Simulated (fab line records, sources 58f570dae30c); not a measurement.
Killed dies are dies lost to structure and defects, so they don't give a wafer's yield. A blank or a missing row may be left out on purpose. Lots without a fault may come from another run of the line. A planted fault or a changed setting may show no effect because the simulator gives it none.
fab line records | flow berkeley_cmos170
record lots=5 wafers=23
route steps=331 shown CONTACT@229 M1@242 V1@263 M2@272
start_h: hours from the record's first day to the start of the lot's first wafer shown | wait_h: hours since the lot's step before | " the same as in the row above | L1.1+2: a row that stands for several wafers | - no value, or no start given | * or withheld: withheld | < > ~ a bound
route shown NAME@n: a module of which the file shows steps, and the number in the route of the first | usual: mean/standard deviation of fault-free wafers | same: alike in all rows | chamber/n: place in a boat | sites: the reading at each site | _std_site: their standard deviation | _edge_site: outer sites' mean less inner sites' | radius_mm: how far each site lies from the wafer's centre | mask NAME#n: copy n | behind: the tool/chamber that last shaped the wafer | hold: why the lot was held/for how many hours/how that ended | device: the transistor (n, p or np) that didn't switch | end of line: the same wafers' tests at the end of the route | a step without rows: its recipe alone | killed: dies lost to structure and defects at the first sort, not the wafer's yield | map: a wafer's dies, x killed, . not, _ none there
set.NAME: the setting as run; set.NAME@STEP: as run at that earlier step | model.NAME: the simulator's own value behind a step, which no gauge read
lots whose settings were changed on purpose; a table a step, a row a wafer
## steps
# step UCB170_CONTACT_PEB_13
# recipe peb_temp_c=130 peb_time_s=withheld resist=KrF
# columns lot.wafer tool chamber start_h wait_h set.peb_temp_c
L075.1+2+4+5+6 litho_track-03 0 184.17 0.1 130
L074.1+2+6 litho_track-02 0 184.41 0.1 130
L074.4+5 " 0 " " 132.4
L080.1+4+6 litho_track-02 0 215.00 0.1 130
L083.2+6 litho_track-01 0 228.31 0.8 130
L083.3+4+5 " 0 " " 131.3
L082.1+4 litho_track-01 0 229.73 0.1 126.4
L082.3+5+6 " 0 " " 130
# step UCB170_CONTACT_DEVELOP_14
# recipe developer=TMAH develop_time_s=45 resist=KrF dev_temp_c=21
# step UCB170_CONTACT_CD_MEAS_15
# recipe target_cd_nm=700
# usual cd_nm=700.8/1.6
# columns lot.wafer tool chamber start_h wait_h set.peb_temp_c@CONTACT_PEB_13 cd_nm
L075.1 cd_sem-01 - 184.45 - 130 699.5
L075.2 " - " " 130 698.9
L075.4 " - " " 130 699.7
L075.5 " - " " 130 698.1
L075.6 " - " " 130 698.7
L074.1 cd_sem-01 - 184.69 - 130 703.0
L074.2 " - " " 130 701.2
L074.4 " - " " 132.4 716.7
L074.5 " - " " 132.4 716.6
L074.6 " - " " 130 701.1
L080.1 cd_sem-02 - 215.27 - 130 702.8
L080.4 " - " " 130 702.9
L080.6 " - " " 130 703.2
L083.2 cd_sem-02 - 228.58 - 130 698.6
L083.3 " - " " 131.3 705.8
L083.4 " - " " 131.3 707.3
L083.5 " - " " 131.3 706.4
L083.6 " - " " 130 697.9
L082.1 cd_sem-01 - 230.01 - 126.4 674.0
L082.3 " - " " 130 702.2
L082.4 " - " " 126.4 673.7
L082.5 " - " " 130 700.4
L082.6 " - " " 130 700.5
# step UCB170_CONTACT_ETCH_17
# recipe chemistry=N2/H2 target_depth_a=withheld overetch_a=withheld target=BARC time_s=withheld source_w=500 bias_w=100 pressure_mtorr=30 n2_flow_sccm=100 h2_flow_sccm=200
# columns lot.wafer tool chamber start_h wait_h set.peb_temp_c@CONTACT_PEB_13 model.CONTACT.cd_nm
L075.1 rie_diel-04 0 184.60 0.0 130 699.5
L075.2 " 3 " " 130 698.8
L075.4 " 2 " " 130 699.6
L075.5 " 0 " " 130 697.7
L075.6 " 3 " " 130 698.5
L074.1 rie_diel-03 2 184.84 0.0 130 702.5
L074.2 " 0 " " 130 701.3
L074.4 " 3 " " 132.4 716.1
L074.5 " 1 " " 132.4 716.3
L074.6 " 2 " " 130 701.1
L080.1 rie_diel-03 2 215.43 0.0 130 702.7
L080.4 " 0 " " 130 702.6
L080.6 " 1 " " 130 703.2
L083.2 rie_diel-03 3 228.71 0.0 130 698
L083.3 " 0 " " 131.3 705.7
L083.4 " 2 " " 131.3 707.9
L083.5 " 0 " " 131.3 706.3
L083.6 " 3 " " 130 697.1
L082.1 rie_diel-02 3 230.16 0.0 126.4 673.3
L082.3 " 1 " " 130 701.3
L082.4 " 2 " " 126.4 673.5
L082.5 " 3 " " 130 700.1
L082.6 " 0 " " 130 699.9
# step UCB170_CONTACT_ETCH_18
# recipe chemistry=CHF3/CF4/Ar target=PSG stop_on=TiSi2 CHF3_flow_sccm=45 cf4_flow_sccm=15 Ar_flow_sccm=150 pressure_mtorr=200 rf_w=700 target_depth_a=8400 over_etch_frac=0.2 time_s=195
# columns lot.wafer tool chamber start_h wait_h set.peb_temp_c@CONTACT_PEB_13 model.CONTACT.cd_nm
L075.1+4 rie_diel-04 0,2 - - 130 699.4
L075.2 " 3 " " 130 699
L075.5 " 0 " " 130 697.3
L075.6 " 3 " " 130 698.7
L074.1 rie_diel-03 2 - - 130 702
L074.2 " 0 " " 130 700.8
L074.4+5 " 3,1 " " 132.4 715.8
L074.6 " 2 " " 130 700.5
L080.1+4 rie_diel-03 2,0 - - 130 702.5
L080.6 " 1 " " 130 703.3
L083.2 rie_diel-03 3 - - 130 697.7
L083.3 " 0 " " 131.3 705.5
L083.4 " 2 " " 131.3 707.7
L083.5 " 0 " " 131.3 705.8
L083.6 " 3 " " 130 697.2
L082.1 rie_diel-02 3 - - 126.4 673.3
L082.3 " 1 " " 130 701.1
L082.4 " 2 " " 126.4 673.7
L082.5 " 3 " " 130 699.7
L082.6 " 0 " " 130 700
# step UCB170_CONTACT_STRIP_19
# recipe chemistry=O2 power_w=400 pressure_mtorr=3500 platen_temp_c=withheld o2_flow_sccm=400 overash_fraction=0.5
# step UCB170_CONTACT_CD_MEAS_90
# recipe target_cd_nm=700
# usual cd_nm=700.6/1.6
# columns lot.wafer tool chamber start_h wait_h set.peb_temp_c@CONTACT_PEB_13 cd_nm
L075.1 cd_sem-02 - 184.87 0.1 130 699.6
L075.2 " - " " 130 699.0
L075.4 " - " " 130 699.5
L075.5 " - " " 130 697.7
L075.6 " - " " 130 698.3
L074.1 cd_sem-01 - 185.11 0.1 130 702.1
L074.2 " - " " 130 700.5
L074.4 " - " " 132.4 715.6
L074.5 " - " " 132.4 715.5
L074.6 " - " " 130 700.3
L080.1 cd_sem-01 - 215.69 0.1 130 702.4
L080.4 " - " " 130 702.3
L080.6 " - " " 130 703.2
L083.2 cd_sem-02 - 229.00 0.1 130 697.7
L083.3 " - " " 131.3 705.2
L083.4 " - " " 131.3 707.5
L083.5 " - " " 131.3 706.3
L083.6 " - " " 130 697.4
L082.1 cd_sem-01 - 230.43 0.1 126.4 673.1
L082.3 " - " " 130 701.2
L082.4 " - " " 126.4 673.7
L082.5 " - " " 130 699.7
L082.6 " - " " 130 699.8
# step UCB170_M1_COAT_04
# recipe resist=KrF spin_rpm=1500 resist_thk_nm=900
# columns lot.wafer tool chamber start_h wait_h set.spin_rpm model.KrF_of_M1_COAT_04.thk_nm
L075.1 litho_track-04 0 - - 1541 882.3
L075.2 " 0 " " 1500 898
L075.4 " 0 " " 1500 895.4
L075.5 " 0 " " 1541 881.7
L075.6 " 0 " " 1500 896.8
L074.1 litho_track-03 0 - - 1500 895.9
L074.2 " 0 " " 1500 898.5
L074.4 " 0 " " 1392 929
L074.5 " 0 " " 1392 931.2
L074.6 " 0 " " 1392 931.5
L080.1 litho_track-02 0 - - 1500 898.6
L080.4 " 0 " " 1500 901.1
L080.6 " 0 " " 1500 899.4
L083.2+3 litho_track-04 0 - - 1500 900.3
L083.4 " 0 " " 1500 899
L083.5 " 0 " " 1538 886.9
L083.6 " 0 " " 1538 886.8
L082.1 litho_track-03 0 - - 1585 878.1
L082.3 " 0 " " 1500 903.7
L082.4 " 0 " " 1585 880.2
L082.5 " 0 " " 1500 903.9
L082.6 " 0 " " 1585 877.9
# step UCB170_M1_METAL_ETCH_12
# recipe chemistry=Cl2/BCl3 target=Al stop_on=PSG pressure_mtorr=12 target_depth_a=7800 over_etch_frac=0.3 time_s=130 icp_w=600 bias_w=120 Cl2_flow_sccm=90 bcl3_flow_sccm=45
# columns lot.wafer tool chamber start_h wait_h set.bias_w set.spin_rpm@M1_COAT_04 model.KrF_of_M1_COAT_04.thk_nm
L075.1 rie_metal-01 1 186.57 - 120 1541 418
L075.2 " 1 " " 120 1500 440.6
L075.4 " 1 " " 120 1500 436.3
L075.5 " 1 " " 120 1541 418.8
L075.6 " 1 " " 120 1500 434.9
L074.1 rie_metal-02 1 187.20 - 120 1500 430.1
L074.2 " 0 " " 115.9 1500 431.1
L074.4 " 1 " " 120 1392 460.3
L074.5 " 1 " " 120 1392 466
L074.6 " 0 " " 115.9 1392 460.2
L080.1 rie_metal-03 0 217.45 - 120 1500 438.4
L080.4 " 0 " " 120 1500 445.1
L080.6 " 0 " " 120 1500 442.9
L083.2 rie_metal-01 1 230.61 - 120 1500 437.4
L083.3 " 1 " " 120 1500 438.1
L083.4 " 1 " " 120 1500 438.6
L083.5 " 1 " " 120 1538 426.6
L083.6 " 1 " " 120 1538 424.2
L082.1 rie_metal-02 1 232.50 - 108.7 1585 428.7
L082.3 " 0 " " 108.7 1500 452.1
L082.4 " 1 " " 120 1585 414.9
L082.5 " 0 " " 120 1500 435.3
L082.6 " 1 " " 108.7 1585 433.3
# step UCB170_V1_EXPOSE_09
# recipe mask_id=VIA1 target_cd_nm=700 na=0.5 sigma_outer=0.6 source_shape=conventional dose_mj=37
# columns lot.wafer tool chamber start_h wait_h mask set.dose_mj
L075.1+4+6 krf_scanner-02 0 191.47 0.1 VIA1#0 37
L075.2+5 " 0 " " VIA1#0 35.5
L074.1+2+4 krf_scanner-01 0 192.05 0.2 VIA1#0 37.77
L074.5+6 " 0 " " VIA1#0 37
L080.1+4+6 krf_scanner-02 0 221.39 0.2 VIA1#0 37
L083.2+4 krf_scanner-02 0 233.72 0.1 VIA1#0 38.15
L083.3+5+6 " 0 " " VIA1#0 37
L082.1+5 krf_scanner-02 0 237.05 0.4 VIA1#0 38.62
L082.3+4+6 " 0 " " VIA1#0 37
# step UCB170_V1_PEB_10
# recipe peb_temp_c=130 peb_time_s=withheld resist=KrF
# step UCB170_V1_DEVELOP_11
# recipe developer=TMAH develop_time_s=45 resist=KrF dev_temp_c=21
# step UCB170_V1_CD_MEAS_12
# recipe target_cd_nm=700
# usual cd_nm=700.4/1.2
# columns lot.wafer tool chamber start_h wait_h set.dose_mj@V1_EXPOSE_09 cd_nm
L075.1 cd_sem-02 - 192.13 - 37 698.3
L075.2 " - " " 35.5 691.5
L075.4 " - " " 37 698.5
L075.5 " - " " 35.5 692.5
L075.6 " - " " 37 699.5
L074.1 cd_sem-01 - 192.44 - 37.77 702.9
L074.2 " - " " 37.77 702.1
L074.4 " - " " 37.77 702.7
L074.5 " - " " 37 699.5
L074.6 " - " " 37 700.7
L080.1 cd_sem-01 - 221.81 - 37 701.6
L080.4 " - " " 37 701.0
L080.6 " - " " 37 701.0
L083.2 cd_sem-02 - 234.12 - 38.15 708.4
L083.3 " - " " 37 701.5
L083.4 " - " " 38.15 707.4
L083.5 " - " " 37 702.2
L083.6 " - " " 37 702.1
L082.1 cd_sem-01 - 237.44 - 38.62 707.6
L082.3 " - " " 37 698.1
L082.4 " - " " 37 698.8
L082.5 " - " " 38.62 706.6
L082.6 " - " " 37 700.2
# step UCB170_V1_ETCH_14
# recipe chemistry=CHF3/CF4/Ar target=SiO2 stop_on=Al CHF3_flow_sccm=45 cf4_flow_sccm=15 Ar_flow_sccm=150 pressure_mtorr=200 rf_w=700 target_depth_a=12500 over_etch_frac=0.25 time_s=291
# columns lot.wafer tool chamber start_h wait_h set.dose_mj@V1_EXPOSE_09 model.V1.cd_nm
L075.1 rie_diel-01 2 192.29 0.0 37 698.4
L075.2 " 3 " " 35.5 691.1
L075.4 " 0 " " 37 697.4
L075.5 " 2 " " 35.5 692.9
L075.6 " 1 " " 37 698.1
L074.1 rie_diel-02 1 192.60 0.0 37.77 703.3
L074.2 " 0 " " 37.77 702.7
L074.4 " 0 " " 37.77 703.8
L074.5 " 1 " " 37 700.1
L074.6 " 3 " " 37 700.4
L080.1 rie_diel-03 2 221.97 0.0 37 701.3
L080.4+6 " 3 " " 37 701.5
L083.2 rie_diel-03 0 234.25 0.0 38.15 708.4
L083.3 " 2 " " 37 702.1
L083.4 " 1 " " 38.15 707.4
L083.5+6 " 0,2 " " 37 702.3
L082.1 rie_diel-02 0 237.60 0.0 38.62 707.3
L082.3 " 2 " " 37 697.6
L082.4 " 1 " " 37 698
L082.5 " 2 " " 38.62 706.2
L082.6 " 3 " " 37 699.1
# step UCB170_V1_STRIP_15
# recipe chemistry=O2 power_w=400 pressure_mtorr=3500 platen_temp_c=withheld o2_flow_sccm=400 overash_fraction=0.5
# step UCB170_V1_CD_MEAS_90
# recipe target_cd_nm=700
# usual cd_nm=700.1/1.3
# columns lot.wafer tool chamber start_h wait_h set.dose_mj@V1_EXPOSE_09 cd_nm
L075.1 cd_sem-02 - 192.57 0.1 37 698.4
L075.2 " - " " 35.5 690.9
L075.4 " - " " 37 697.4
L075.5 " - " " 35.5 692.6
L075.6 " - " " 37 698.3
L074.1 cd_sem-01 - 192.87 0.1 37.77 703.1
L074.2 " - " " 37.77 702.3
L074.4 " - " " 37.77 704.0
L074.5 " - " " 37 699.9
L074.6 " - " " 37 700.7
L080.1 cd_sem-01 - 222.25 0.1 37 701.2
L080.4 " - " " 37 701.5
L080.6 " - " " 37 701.3
L083.2 cd_sem-01 - 234.55 0.1 38.15 708.5
L083.3 " - " " 37 702.0
L083.4 " - " " 38.15 707.6
L083.5 " - " " 37 702.5
L083.6 " - " " 37 702.4
L082.1 cd_sem-01 - 237.88 0.1 38.62 707.2
L082.3 " - " " 37 697.8
L082.4 " - " " 37 697.8
L082.5 " - " " 38.62 706.3
L082.6 " - " " 37 699.2
# step UCB170_M2_SPUTTER_01
# recipe material=Al target_thk_nm=900 time_s=120 power_w=6000 chamber_pressure_pa=0.5
# columns lot.wafer tool chamber start_h wait_h set.time_s model.Al_of_M2_SPUTTER_01.thk_nm
L075.1 pvd_sputter-02 - 192.75 0.0 120 896.1
L075.2 " - " " 120 892.1
L075.4 " - " " 120 897.6
L075.5 " - " " 132.5 990.6
L075.6 " - " " 132.5 992.1
L074.1 pvd_sputter-01 - 193.06 0.0 120 901.5
L074.2 " - " " 120 900.2
L074.4 " - " " 120 902
L074.5 " - " " 120 908.5
L074.6 " - " " 120 899.7
L080.1 pvd_sputter-02 - 222.43 0.0 120 887.5
L080.4 " - " " 120 877.7
L080.6 " - " " 120 871.5
L083.2 pvd_sputter-03 - 234.72 0.0 120 904.6
L083.3 " - " " 120 903.1
L083.4 " - " " 120 906.5
L083.5 " - " " 120 905.2
L083.6 " - " " 120 896.8
L082.1 pvd_sputter-01 - 238.06 0.0 120 917.6
L082.3 " - " " 120 916.8
L082.4 " - " " 120 911.8
L082.5 " - " " 125.6 960.2
L082.6 " - " " 125.6 958.8
# step UCB170_M2_RS_MEAS_02
# recipe thk_meas_gauge=four-point-probe reads=Al_of_M2_SPUTTER_01
# usual M2_AL_RS=0.0320/0.00039
# columns lot.wafer tool chamber start_h wait_h set.time_s@M2_SPUTTER_01 M2_AL_RS[ohm/sq]
L075.1 film_metro-02 - 192.84 0.0 120 0.0324
L075.2 " - " " 120 0.0325
L075.4 " - " " 120 0.0323
L075.5 " - " " 132.5 0.0291
L075.6 " - " " 132.5 0.0292
L074.1 film_metro-01 - 193.14 0.0 120 0.0321
L074.2 " - " " 120 0.0320
L074.4 " - " " 120 0.0321
L074.5 " - " " 120 0.0318
L074.6 " - " " 120 0.0321
L080.1 film_metro-04 - 222.52 0.0 120 0.0326
L080.4 " - " " 120 0.0330
L080.6 " - " " 120 0.0332
L083.2 film_metro-04 - 234.82 0.1 120 0.0319
L083.3 " - " " 120 0.0320
L083.4 " - " " 120 0.0319
L083.5 " - " " 120 0.0320
L083.6 " - " " 120 0.0323
L082.1 film_metro-04 - 238.15 0.0 120 0.0315
L082.3 " - " " 120 0.0315
L082.4 " - " " 120 0.0317
L082.5 " - " " 125.6 0.0301
L082.6 " - " " 125.6 0.0302
# step UCB170_M2_THK_MEAS_03
# recipe thk_meas_gauge=xrf reads=Al_of_M2_SPUTTER_01
# usual M2_AL_THK=907/10
# columns lot.wafer tool chamber start_h wait_h set.time_s@M2_SPUTTER_01 M2_AL_THK[nm]
L075.1 film_metro-02 - 192.96 0.1 120 899
L075.2 " - " " 120 900
L075.4 " - " " 120 901
L075.5 " - " " 132.5 995
L075.6 " - " " 132.5 995
L074.1 film_metro-01 - 193.26 0.1 120 903
L074.2 " - " " 120 903
L074.4 " - " " 120 907
L074.5 " - " " 120 914
L074.6 " - " " 120 906
L080.1 film_metro-04 - 222.64 0.1 120 890
L080.4 " - " " 120 881
L080.6 " - " " 120 875
L083.2 film_metro-04 - 234.93 0.1 120 908
L083.3 " - " " 120 913
L083.4 " - " " 120 918
L083.5 " - " " 120 914
L083.6 " - " " 120 902
L082.1 film_metro-04 - 238.27 0.1 120 920
L082.3 " - " " 120 918
L082.4 " - " " 120 911
L082.5 " - " " 125.6 962
L082.6 " - " " 125.6 956
## key
split step=UCB170_CONTACT_PEB_13 setting=peb_temp_c stated=130 by=wafer
response step=UCB170_CONTACT_CD_MEAS_15 reading=cd_nm change=+9.19 per=1% r=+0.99
response step=UCB170_CONTACT_ETCH_17 reading=model.CONTACT.cd_nm change=+9.17 per=1% r=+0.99
response step=UCB170_CONTACT_ETCH_18 reading=model.CONTACT.cd_nm change=+9.13 per=1% r=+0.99
response step=UCB170_CONTACT_CD_MEAS_90 reading=cd_nm change=+9.1 per=1% r=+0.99
split step=UCB170_M1_COAT_04 setting=spin_rpm stated=1500 by=wafer
response step=UCB170_M1_COAT_04 reading=model.KrF_of_M1_COAT_04.thk_nm change=-4.66 per=1% r=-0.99
response step=UCB170_M1_METAL_ETCH_12 reading=model.KrF_of_M1_COAT_04.thk_nm change=-4.22 per=1% r=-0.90
split step=UCB170_M1_METAL_ETCH_12 setting=bias_w stated=120 by=wafer
response none clear
split step=UCB170_V1_EXPOSE_09 setting=dose_mj stated=37 by=wafer
response step=UCB170_V1_CD_MEAS_12 reading=cd_nm change=+1.75 per=1% r=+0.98
response step=UCB170_V1_ETCH_14 reading=model.V1.cd_nm change=+1.72 per=1% r=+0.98
response step=UCB170_V1_CD_MEAS_90 reading=cd_nm change=+1.75 per=1% r=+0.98
split step=UCB170_M2_SPUTTER_01 setting=time_s stated=120 by=wafer
response step=UCB170_M2_SPUTTER_01 reading=model.Al_of_M2_SPUTTER_01.thk_nm change=+9.27 per=1% r=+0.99
response step=UCB170_M2_RS_MEAS_02 reading=M2_AL_RS change=-0.00031 per=1% r=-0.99
response step=UCB170_M2_THK_MEAS_03 reading=M2_AL_THK change=+9.14 per=1% r=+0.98
